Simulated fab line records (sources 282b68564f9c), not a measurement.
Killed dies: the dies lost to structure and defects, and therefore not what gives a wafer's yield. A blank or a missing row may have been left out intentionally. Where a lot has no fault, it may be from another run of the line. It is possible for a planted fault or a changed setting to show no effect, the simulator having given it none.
fab line records	flow ritCmos	part 1 of 2: steps 1 to 27 of 37
[record] lots = 5	wafers = 15	lastDay = 6
route steps=202 shown GATE@75 FOX2@80 REOX@98 NLDD@103
lots that met no fault: taken from a fault-free run of the same line
startH: hours from the record's first day to the start of the lot's first wafer shown	waitH: hours elapsed since this lot's preceding step	" repeats the value in the row above	L1.1+2: several wafers, shown together as one row	- no value, or no start was given	* or withheld: withheld	< > ~ a bound
route shown NAME@n: names a module that has steps shown in the file, with the first one's number in the route	usual: mean/standard deviation taken from wafers without a fault	same: alike in all rows	chamber/n: place in a boat	sites: per-site readings	_std_site: how widely they spread, as a standard deviation	_edge_site: inner sites' mean taken away from outer sites' mean	radiusMm: for every site, how far away it sits from the centre of the wafer	mask NAME#n: copy n	behind: the last tool/chamber to shape the wafer	hold: reason for holding the lot/hours on hold/outcome of the hold	device: names the non-switching transistor (n, p or np)	end of line: the route-end tests of the same wafers	step lacking rows: just its recipe	killed: dies lost to structure and defects at the first sort, not the wafer's yield	map: per-die view of a wafer (x killed, . not killed, _ where there is no die)
set.NAME: the setting the step ran with; set.NAME@STEP: the setting that earlier step ran with	model.NAME: the simulator's own value behind a step, which no gauge read
lots at selected steps of the route; one table per step, one row per wafer
services: a tool's chamber out of use, with start hour (startH, from the record's first day; less than 0 if before it), hours out, and reason
[[steps]]
[step RIT_GATE_WET_ETCH_00]
[recipe] chemistry = BOE	target = SiO2	targetDepthNm = 56	timeS = 60	dry = n2Spin	dilution = 10:1	tempC = 21.5
[usual] bathHeatDutyPct = 1.9/0.44
lot.wafer	tool	chamber	startH	waitH	bathHeatDutyPct
L074.3	wetBench-01	2	34.35	0.0	1.8
L074.5	"	2	"	"	2.4
L074.6	"	2	"	"	1.4
L080.2	wetBench-02	2	65.36	0.0	1.4
L080.4	"	2	"	"	1.8
L080.6	"	2	"	"	1.8
L081.2	wetBench-04	3	70.34	0.0	1.9
L081.5	"	3	"	"	2.1
L081.6	"	3	"	"	2.4
L083.1	wetBench-01	0	80.52	0.1	1.9
L083.2	"	0	"	"	2.3
L083.5	"	0	"	"	1.5
L092.3	wetBench-04	3	124.94	0.0	2.7
L092.5	"	3	"	"	1.5
L092.6	"	3	"	"	2.0
[step RIT_GATE_CLEAN_01]
[recipe] chemistry = SC1	mix = 3:3:50	timeS = 600	tempC = 75
[usual] bathHeatDutyPct = 16.0/2.1
lot.wafer	tool	chamber	startH	waitH	bathHeatDutyPct
L074.3	wetBench-02	1	34.37	0.0	13.6
L074.5	"	1	"	"	14.0
L074.6	"	1	"	"	13.9
L080.2	wetBench-04	3	65.39	0.0	18.6
L080.4	"	3	"	"	19.8
L080.6	"	3	"	"	19.4
L081.2	wetBench-02	1	70.37	0.0	13.4
L081.5	"	1	"	"	13.3
L081.6	"	1	"	"	12.5
L083.1	wetBench-02	2	80.55	0.0	17.1
L083.2	"	2	"	"	19.8
L083.5	"	2	"	"	18.7
L092.3	wetBench-04	3	124.97	0.0	18.6
L092.5	"	3	"	"	17.6
L092.6	"	3	"	"	20.2
[step RIT_GATE_CLEAN_02]
[recipe] chemistry = dHF	dilution = 50:1	timeS = 30
lot.wafer	tool	chamber	startH	waitH
L074.3+5+6	wetBench-01	0	34.55	0.0
L080.2+4+6	wetBench-01	2	65.56	0.0
L081.2+5+6	wetBench-04	3	70.54	0.0
L083.1+2+5	wetBench-01	2	80.73	0.0
L092.3+5+6	wetBench-04	2	125.14	0.0
[step RIT_GATE_CLEAN_03]
[recipe] chemistry = SC2	mix = 3:3:50	timeS = 600	tempC = 75	dry = n2Spin
[usual] bathHeatDutyPct = 16.1/1.8
lot.wafer	tool	chamber	startH	waitH	bathHeatDutyPct
L074.3	wetBench-02	2	34.57	0.0	17.1
L074.5	"	2	"	"	17.4
L074.6	"	2	"	"	17.6
L080.2	wetBench-04	0	65.58	0.0	17.9
L080.4	"	0	"	"	16.8
L080.6	"	0	"	"	16.4
L081.2	wetBench-02	3	70.56	0.0	14.4
L081.5	"	3	"	"	14.5
L081.6	"	3	"	"	14.1
L083.1	wetBench-04	3	80.74	0.0	19.7
L083.2	"	3	"	"	17.5
L083.5	"	3	"	"	18.4
L092.3	wetBench-04	0	125.16	0.0	17.5
L092.5	"	0	"	"	16.7
L092.6	"	0	"	"	15.8
[step RIT_GATE_CLEAN_04]
[recipe] chemistry = dHF	dilution = 50:1	timeS = 60	dry = n2Spin
lot.wafer	tool	chamber	startH	waitH
L074.3+5+6	wetBench-04	3	34.74	0.0
L080.2+4+6	wetBench-01	0	65.76	0.0
L081.2+5+6	wetBench-04	3	70.73	0.0
L083.1+2+5	wetBench-02	2	80.94	0.0
L092.3+5+6	wetBench-04	1	125.33	0.0
[step RIT_FOX2_THK_MEAS_91]
[recipe] reads = SiO2_of_FOX2_OXIDATION_00
[usual] FIELD_OXIDE_LEFT_2_THK = 256/7.9
lot.wafer	tool	chamber	startH	waitH	FIELD_OXIDE_LEFT_2_THK[nm]
L074.3	filmMetro-03	-	34.79	0.0	256
L074.5	"	-	"	"	251
L074.6	"	-	"	"	257
L080.2	filmMetro-01	-	65.79	0.0	264
L080.4	"	-	"	"	267
L080.6	"	-	"	"	272
L081.2	filmMetro-02	-	70.77	0.0	267
L081.5	"	-	"	"	266
L081.6	"	-	"	"	270
L083.1	filmMetro-01	-	80.96	0.0	248
L083.2	"	-	"	"	253
L083.5	"	-	"	"	251
L092.3	filmMetro-02	-	125.38	0.0	276
L092.5	"	-	"	"	275
L092.6	"	-	"	"	276
[step RIT_GATE_OXIDATION_05]
[recipe] tempC = 900	ambient = O2	targetThkA = 30	oxTimeS = 270
[usual] spikeTcSourceC = 923.8/2.1
lot.wafer	tool	chamber	startH	waitH	spikeTcSourceC
L074.3	furnace-03	0	34.86	0.1	925.9
L074.5	"	0	"	"	926.8
L074.6	"	0	"	"	926.0
L080.2	furnace-01	0	67.05	1.3	924.0
L080.4	"	0	"	"	923.3
L080.6	"	0	"	"	923.6
L081.2	furnace-01	0	72.05	1.3	924.9
L081.5	"	0	"	"	922.9
L081.6	"	0	"	"	924.7
L083.1	furnace-04	0	82.83	1.9	921.3
L083.2	"	0	"	"	921.8
L083.5	"	0	"	"	923.1
L092.3	furnace-03	0	125.42	0.0	925.7
L092.5	"	0	"	"	925.2
L092.6	"	0	"	"	925.6
[step RIT_GATE_ANNEAL_06]
[recipe] tempC = 900	timeS = 600	ambient = N2O
[usual] spikeTcSourceC = 924.0/2.1
lot.wafer	tool	chamber	startH	waitH	spikeTcSourceC
L074.3	furnace-04	0	37.05	1.1	920.6
L074.5	"	0	"	"	921.1
L074.6	"	0	"	"	920.6
L080.2	furnace-01	0	69.44	1.3	924.4
L080.4	"	0	"	"	924.9
L080.6	"	0	"	"	922.4
L081.2	furnace-01	0	74.44	1.3	924.7
L081.5	"	0	"	"	923.7
L081.6	"	0	"	"	924.4
L083.1	furnace-03	0	84.52	0.6	926.0
L083.2	"	0	"	"	924.8
L083.5	"	0	"	"	924.1
L092.3	furnace-01	0	127.05	0.6	921.9
L092.5	"	0	"	"	923.9
L092.6	"	0	"	"	922.8
[step RIT_GATE_THK_MEAS_07]
[recipe] reads = SiO2_of_GATE_OXIDATION_05
[usual] GATE_OXIDE_THK = 3.02/0.063
lot.wafer	tool	chamber	startH	waitH	GATE_OXIDE_THK[nm]
L074.3	filmMetro-02	-	37.32	0.0	2.92
L074.5	"	-	"	"	2.82
L074.6	"	-	"	"	2.89
L080.2	filmMetro-03	-	69.70	0.0	3.11
L080.4	"	-	"	"	3.12
L080.6	"	-	"	"	3.18
L081.2	filmMetro-03	-	74.70	0.0	3.03
L081.5	"	-	"	"	3.04
L081.6	"	-	"	"	3.00
L083.1	filmMetro-01	-	84.77	0.0	3.03
L083.2	"	-	"	"	3.07
L083.5	"	-	"	"	3.03
L092.3	filmMetro-02	-	127.32	0.0	3.04
L092.5	"	-	"	"	3.05
L092.6	"	-	"	"	3.09
[step RIT_GATE_CVD_08]
[recipe] material = poly-Si	targetThkNm = 250	tempC = 610	precursor = SiH4	timeS = 2220	pressureMtorr = 300	sih4FlowSccm = 100
[usual] spikeTcSourceC = 630.5/1.7
lot.wafer	tool	chamber	startH	waitH	spikeTcSourceC
L074.3	lpcvd-02	0	37.36	0.0	630.4
L074.5	"	0	"	"	632.2
L074.6	"	0	"	"	631.8
L080.2	lpcvd-01	0	69.75	0.0	633.3
L080.4	"	0	"	"	629.9
L080.6	"	0	"	"	631.7
L081.2	lpcvd-02	0	74.75	0.0	631.7
L081.5	"	0	"	"	632.3
L081.6	"	0	"	"	630.1
L083.1	lpcvd-01	0	84.83	0.1	631.7
L083.2	"	0	"	"	631.0
L083.5	"	0	"	"	630.3
L092.3	lpcvd-02	0	128.53	1.2	630.7
L092.5	"	0	"	"	632.3
L092.6	"	0	"	"	631.9
[step RIT_GATE_THK_MEAS_09]
[recipe] reads = poly-Si_of_GATE_CVD_08
[usual] GATE_POLY_THK = 250.8/2.6
lot.wafer	tool	chamber	startH	waitH	GATE_POLY_THK[nm]
L074.3	filmMetro-01	-	39.00	0.0	250.7
L074.5	"	-	"	"	250.8
L074.6	"	-	"	"	251.1
L080.2	filmMetro-03	-	71.38	0.0	253.1
L080.4	"	-	"	"	250.3
L080.6	"	-	"	"	251.5
L081.2	filmMetro-02	-	76.38	0.0	249.6
L081.5	"	-	"	"	251.1
L081.6	"	-	"	"	250.4
L083.1	filmMetro-01	-	87.25	0.0	253.4
L083.2	"	-	"	"	253.1
L083.5	"	-	"	"	253.3
L092.3	filmMetro-02	-	130.17	0.0	248.5
L092.5	"	-	"	"	248.4
L092.6	"	-	"	"	247.3
[step RIT_GATE_HMDS_10]
[recipe] primeTimeS = 60	primeTempC = 140
[usual] chillPlateTempC = 22.97/0.11
lot.wafer	tool	chamber	startH	waitH	chillPlateTempC
L074.3	lithoTrack-04	0	39.09	0.1	22.99
L074.5	"	0	"	"	22.99
L074.6	"	0	"	"	22.89
L080.2	lithoTrack-02	0	71.45	0.1	23.05
L080.4	"	0	"	"	23.19
L080.6	"	0	"	"	23.13
L081.2	lithoTrack-03	0	76.45	0.1	22.92
L081.5	"	0	"	"	22.79
L081.6	"	0	"	"	22.96
L083.1	lithoTrack-03	0	87.31	0.1	23.07
L083.2	"	0	"	"	22.86
L083.5	"	0	"	"	22.90
L092.3	lithoTrack-03	0	130.26	0.1	23.02
L092.5	"	0	"	"	22.83
L092.6	"	0	"	"	23.00
[step RIT_GATE_COAT_11]
[recipe] resist = NOVOLAK	spinRpm = 4250	resistThkNm = 850
[usual] chillPlateTempC = 23.00/0.12	dispensePressureKPa = 44.6/1.2
lot.wafer	tool	chamber	startH	waitH	chillPlateTempC	dispensePressureKPa
L074.3	lithoTrack-04	0	39.24	0.1	23.01	46.5
L074.5	"	0	"	"	22.93	46.5
L074.6	"	0	"	"	23.00	46.5
L080.2	lithoTrack-02	0	71.60	0.1	23.02	44.4
L080.4	"	0	"	"	23.00	44.4
L080.6	"	0	"	"	23.10	44.4
L081.2	lithoTrack-03	0	76.60	0.1	23.10	43.4
L081.5	"	0	"	"	23.07	43.4
L081.6	"	0	"	"	23.06	43.4
L083.1	lithoTrack-03	0	87.46	0.1	22.98	43.4
L083.2	"	0	"	"	22.88	43.4
L083.5	"	0	"	"	23.07	43.4
L092.3	lithoTrack-03	0	130.41	0.1	23.00	43.4
L092.5	"	0	"	"	23.12	43.4
L092.6	"	0	"	"	23.16	43.4
[step RIT_GATE_SOFTBAKE_12]
[recipe] resist = NOVOLAK	tempC = 90	timeS = 60
[usual] chillPlateTempC = 23.02/0.1
lot.wafer	tool	chamber	startH	waitH	chillPlateTempC
L074.3	lithoTrack-04	0	39.39	0.1	23.05
L074.5	"	0	"	"	23.14
L074.6	"	0	"	"	22.97
L080.2	lithoTrack-02	0	71.75	0.1	22.91
L080.4	"	0	"	"	23.09
L080.6	"	0	"	"	23.13
L081.2	lithoTrack-03	0	76.75	0.1	23.19
L081.5	"	0	"	"	23.16
L081.6	"	0	"	"	23.15
L083.1	lithoTrack-03	0	87.61	0.1	23.10
L083.2	"	0	"	"	23.06
L083.5	"	0	"	"	23.13
L092.3	lithoTrack-03	0	130.56	0.1	22.94
L092.5	"	0	"	"	22.93
L092.6	"	0	"	"	23.03
[step RIT_GATE_EXPOSE_13]
[recipe] maskId = M6	na = 0.6	sourceShape = conventional	sigmaOuter = 0.6	targetCdNm = 150	doseMj = 380
lot.wafer	tool	chamber	startH	waitH	mask
L074.3+5+6	ilineStepper-01	0	39.65	0.2	M6#0
L080.2+4+6	ilineStepper-02	0	72.02	0.2	M6#0
L081.2+5+6	ilineStepper-02	0	76.90	0.1	M6#0
L083.1+2+5	ilineStepper-01	0	87.76	0.1	M6#0
L092.3+5+6	ilineStepper-02	0	130.70	0.1	M6#0
[step RIT_GATE_PEB_14]
[recipe] resist = NOVOLAK	tempC = withheld	timeS = withheld
[usual] chillPlateTempC = *
lot.wafer	tool	chamber	startH	waitH	chillPlateTempC
L074.3	lithoTrack-03	0	39.86	0.2	*
L074.5	"	0	"	"	*
L074.6	"	0	"	"	*
L080.2	lithoTrack-03	0	72.21	0.2	*
L080.4	"	0	"	"	*
L080.6	"	0	"	"	*
L081.2	lithoTrack-04	0	77.02	0.1	*
L081.5	"	0	"	"	*
L081.6	"	0	"	"	*
L083.1	lithoTrack-04	0	87.88	0.1	*
L083.2	"	0	"	"	*
L083.5	"	0	"	"	*
L092.3	lithoTrack-02	0	130.82	0.1	*
L092.5	"	0	"	"	*
L092.6	"	0	"	"	*
[step RIT_GATE_DEVELOP_15]
[recipe] resist = NOVOLAK	developTimeS = 50	devTempC = 23
[usual] chillPlateTempC = 22.98/0.1
lot.wafer	tool	chamber	startH	waitH	chillPlateTempC
L074.3	lithoTrack-03	0	-	-	22.99
L074.5	"	0	"	"	23.01
L074.6	"	0	"	"	23.08
L080.2	lithoTrack-03	0	-	-	23.13
L080.4	"	0	"	"	22.99
L080.6	"	0	"	"	22.86
L081.2	lithoTrack-04	0	-	-	22.73
L081.5	"	0	"	"	22.87
L081.6	"	0	"	"	22.75
L083.1	lithoTrack-04	0	-	-	22.90
L083.2	"	0	"	"	23.03
L083.5	"	0	"	"	22.92
L092.3	lithoTrack-02	0	-	-	22.91
L092.5	"	0	"	"	23.08
L092.6	"	0	"	"	23.07
[step RIT_GATE_CD_MEAS_16]
[recipe] targetCdNm = 150
[usual] cdNm = 150.1/2.9
lot.wafer	tool	chamber	startH	waitH	cdNm
L074.3	cdSem-01	-	40.13	-	145.8
L074.5	"	-	"	"	147.2
L074.6	"	-	"	"	147.7
L080.2	cdSem-02	-	72.49	-	153.6
L080.4	"	-	"	"	153.7
L080.6	"	-	"	"	155.0
L081.2	cdSem-02	-	77.30	-	150.9
L081.5	"	-	"	"	151.4
L081.6	"	-	"	"	150.7
L083.1	cdSem-02	-	88.16	-	154.0
L083.2	"	-	"	"	151.5
L083.5	"	-	"	"	150.1
L092.3	cdSem-02	-	131.10	-	149.0
L092.5	"	-	"	"	149.2
L092.6	"	-	"	"	149.3
[step RIT_GATE_OVL_MEAS_17]
[usual] GATE_OVL = 0.5/1.3
lot.wafer	tool	chamber	startH	waitH	GATE_OVL[nm]
L074.3	overlay-01	-	40.23	0.1	-0.8
L074.5	"	-	"	"	-0.6
L074.6	"	-	"	"	-0.6
L080.2	overlay-02	-	72.60	0.1	-0.5
L080.4	"	-	"	"	1.3
L080.6	"	-	"	"	0.8
L081.2	overlay-01	-	77.40	0.1	-0.3
L081.5	"	-	"	"	-0.6
L081.6	"	-	"	"	1.0
L083.1	overlay-02	-	88.28	0.1	1.0
L083.2	"	-	"	"	2.6
L083.5	"	-	"	"	1.1
L092.3	overlay-01	-	131.19	0.1	-1.3
L092.5	"	-	"	"	-2.0
L092.6	"	-	"	"	-3.0
[step RIT_GATE_HARDBAKE_18]
[recipe] resist = NOVOLAK	tempC = 140	timeS = 60
[usual] chillPlateTempC = 23.01/0.11
lot.wafer	tool	chamber	startH	waitH	chillPlateTempC
L074.3	lithoTrack-02	0	40.33	0.1	22.93
L074.5	"	0	"	"	22.93
L074.6	"	0	"	"	22.92
L080.2	lithoTrack-04	0	72.67	0.1	23.04
L080.4	"	0	"	"	23.12
L080.6	"	0	"	"	23.22
L081.2	lithoTrack-03	0	77.74	0.3	23.12
L081.5	"	0	"	"	23.06
L081.6	"	0	"	"	22.99
L083.1	lithoTrack-04	0	88.32	0.0	23.02
L083.2	"	0	"	"	22.92
L083.5	"	0	"	"	23.05
L092.3	lithoTrack-02	0	131.26	0.1	23.08
L092.5	"	0	"	"	23.11
L092.6	"	0	"	"	23.02
[step RIT_GATE_ETCH_19]
[recipe] chemistry = SF6/CHF3/O2	timeS = 165	SF6_flow_sccm = 30	CHF3_flow_sccm = 30	O2_flow_sccm = 5	target = poly-Si	pressureMtorr = 40	rfW = 160	targetDepthA = 3125	overEtchFrac = 0.25	stopOn = SiO2
[usual] O2_flow_sccm = 4.999/0.013	drypumpMotorCurrentA = 5.43/0.21	heBacksideLeakSccm = 2.9/0.37	oesProductAu = 0.851/0.014	throttleValvePct = 10.33/0.17
lot.wafer	tool	chamber	startH	waitH	O2_flow_sccm	drypumpMotorCurrentA	heBacksideLeakSccm	oesProductAu	rfHoursCounterH	throttleValvePct
L074.3	rieSi-02	1	40.43	0.1	5.006	5.68	3.0	0.825	158	10.32
L074.5	"	2	"	"	5.016	5.53	2.9	0.856	-	10.13
L074.6	"	1	"	"	4.969	5.67	3.2	0.821	-	10.32
L080.2	rieSi-02	0	72.80	0.1	4.998	5.64	3.1	0.855	1	10.37
L080.4	"	3	"	"	5.001	5.17	2.6	0.874	85	10.49
L080.6	"	0	"	"	4.988	5.66	3.1	0.855	-	10.37
L081.2	rieSi-01	3	77.87	0.1	5.014	5.56	2.9	0.828	1	10.43
L081.5	"	0	"	"	4.988	5.20	3.0	0.852	-	10.34
L081.6	"	3	"	"	5.021	5.55	2.9	0.829	-	10.45
L083.1	rieSi-01	1	88.47	0.1	4.991	5.58	3.0	0.874	0	10.52
L083.2	"	0	"	"	4.998	5.19	3.0	0.854	80	10.34
L083.5	"	3	"	"	4.991	5.53	3.1	0.844	-	10.43
L092.3	rieSi-02	3	131.36	0.1	5.004	5.18	2.6	0.852	86	10.51
L092.5	"	0	"	"	5.012	5.65	2.9	0.848	-	10.34
L092.6	"	1	"	"	4.989	5.67	2.8	0.832	-	10.34
[step RIT_GATE_STRIP_20]
[recipe] chemistry = O2	timeS = 180	resist = NOVOLAK	platenTempC = withheld	powerW = 500	pressureMtorr = 4000	o2FlowSccm = 4000
[usual] drypumpMotorCurrentA = 5.6/0.53
lot.wafer	tool	chamber	startH	waitH	drypumpMotorCurrentA	rfHoursCounterH
L074.3	plasmaAsher-03	0	40.60	0.1	6.0	-
L074.5	"	0	"	"	6.0	-
L074.6	"	1	"	"	5.2	-
L080.2	plasmaAsher-03	1	72.91	0.1	5.2	43
L080.4	"	1	"	"	5.2	-
L080.6	"	0	"	"	6.0	-
L081.2	plasmaAsher-02	1	77.98	0.1	5.2	45
L081.5	"	0	"	"	6.5	-
L081.6	"	1	"	"	5.2	-
L083.1	plasmaAsher-02	1	88.58	0.1	5.1	46
L083.2	"	0	"	"	6.5	46
L083.5	"	1	"	"	5.2	-
L092.3	plasmaAsher-02	0	131.53	0.1	6.5	-
L092.5	"	1	"	"	5.2	-
L092.6	"	0	"	"	6.5	-
[step RIT_GATE_CD_MEAS_90]
[recipe] targetCdNm = 150
[usual] cdNm = 150.1/2.9
lot.wafer	tool	chamber	startH	waitH	cdNm
L074.3	cdSem-02	-	40.76	0.1	145.6
L074.5	"	-	"	"	147.4
L074.6	"	-	"	"	147.6
L080.2	cdSem-01	-	73.10	0.1	154.2
L080.4	"	-	"	"	153.9
L080.6	"	-	"	"	154.8
L081.2	cdSem-01	-	78.17	0.1	150.7
L081.5	"	-	"	"	151.1
L081.6	"	-	"	"	151.1
L083.1	cdSem-02	-	88.75	0.1	153.9
L083.2	"	-	"	"	151.9
L083.5	"	-	"	"	150.1
L092.3	cdSem-01	-	131.69	0.1	148.5
L092.5	"	-	"	"	149.2
L092.6	"	-	"	"	149.5
[step RIT_REOX_CLEAN_00]
[recipe] chemistry = SC1	mix = 3:3:50	timeS = 600	tempC = 75
[usual] bathHeatDutyPct = 15.3/1.7
lot.wafer	tool	chamber	startH	waitH	bathHeatDutyPct
L074.3	wetBench-03	3	40.84	0.1	14.6
L074.5	"	3	"	"	15.3
L074.6	"	3	"	"	16.1
L080.2	wetBench-01	2	73.20	0.1	17.1
L080.4	"	2	"	"	15.1
L080.6	"	2	"	"	16.4
L081.2	wetBench-01	2	78.27	0.1	15.3
L081.5	"	2	"	"	15.4
L081.6	"	2	"	"	16.0
L083.1	wetBench-03	2	88.87	0.1	13.9
L083.2	"	2	"	"	14.0
L083.5	"	2	"	"	16.1
L092.3	wetBench-03	2	131.77	0.1	15.8
L092.5	"	2	"	"	14.5
L092.6	"	2	"	"	14.1
[step RIT_REOX_CLEAN_01]
[recipe] chemistry = dHF	dilution = 50:1	timeS = 30
lot.wafer	tool	chamber	startH	waitH
L074.3+5+6	wetBench-02	1	41.01	0.0
L080.2+4+6	wetBench-02	2	73.38	0.0
L081.2+5+6	wetBench-03	3	78.45	0.0
L083.1+2+5	wetBench-02	1	89.05	0.0
L092.3+5+6	wetBench-03	1	131.94	0.0
[step RIT_REOX_CLEAN_02]
[recipe] chemistry = SC2	mix = 3:3:50	timeS = 600	tempC = 75	dry = n2Spin
[usual] bathHeatDutyPct = 15.7/1.6
lot.wafer	tool	chamber	startH	waitH	bathHeatDutyPct
L074.3	wetBench-01	3	41.03	0.0	14.7
L074.5	"	3	"	"	13.9
L074.6	"	3	"	"	13.8
L080.2	wetBench-01	0	73.39	0.0	16.6
L080.4	"	0	"	"	16.7
L080.6	"	0	"	"	17.1
L081.2	wetBench-02	3	78.47	0.0	15.1
L081.5	"	3	"	"	15.0
L081.6	"	3	"	"	15.1
L083.1	wetBench-01	3	89.06	0.0	13.6
L083.2	"	3	"	"	13.8
L083.5	"	3	"	"	13.6
L092.3	wetBench-03	3	131.96	0.0	16.1
L092.5	"	3	"	"	15.1
L092.6	"	3	"	"	16.5
[step RIT_REOX_OXIDATION_03]
[recipe] tempC = 900	ambient = O2	targetThkA = 252	oxTimeS = 5580
[usual] spikeTcSourceC = 923.9/2.2
lot.wafer	tool	chamber	startH	waitH	spikeTcSourceC
L074.3	furnace-01	0	44.66	3.4	924.9
L074.5	"	0	"	"	922.9
L074.6	"	0	"	"	923.2
L080.2	furnace-01	0	74.69	1.1	924.7
L080.4	"	0	"	"	922.1
L080.6	"	0	"	"	924.1
L081.2	furnace-04	0	78.96	0.3	921.3
L081.5	"	0	"	"	921.1
L081.6	"	0	"	"	919.8
L083.1	furnace-01	0	89.30	0.0	923.6
L083.2	"	0	"	"	924.5
L083.5	"	0	"	"	924.3
L092.3	furnace-04	0	133.37	1.2	921.8
L092.5	"	0	"	"	921.7
L092.6	"	0	"	"	923.0
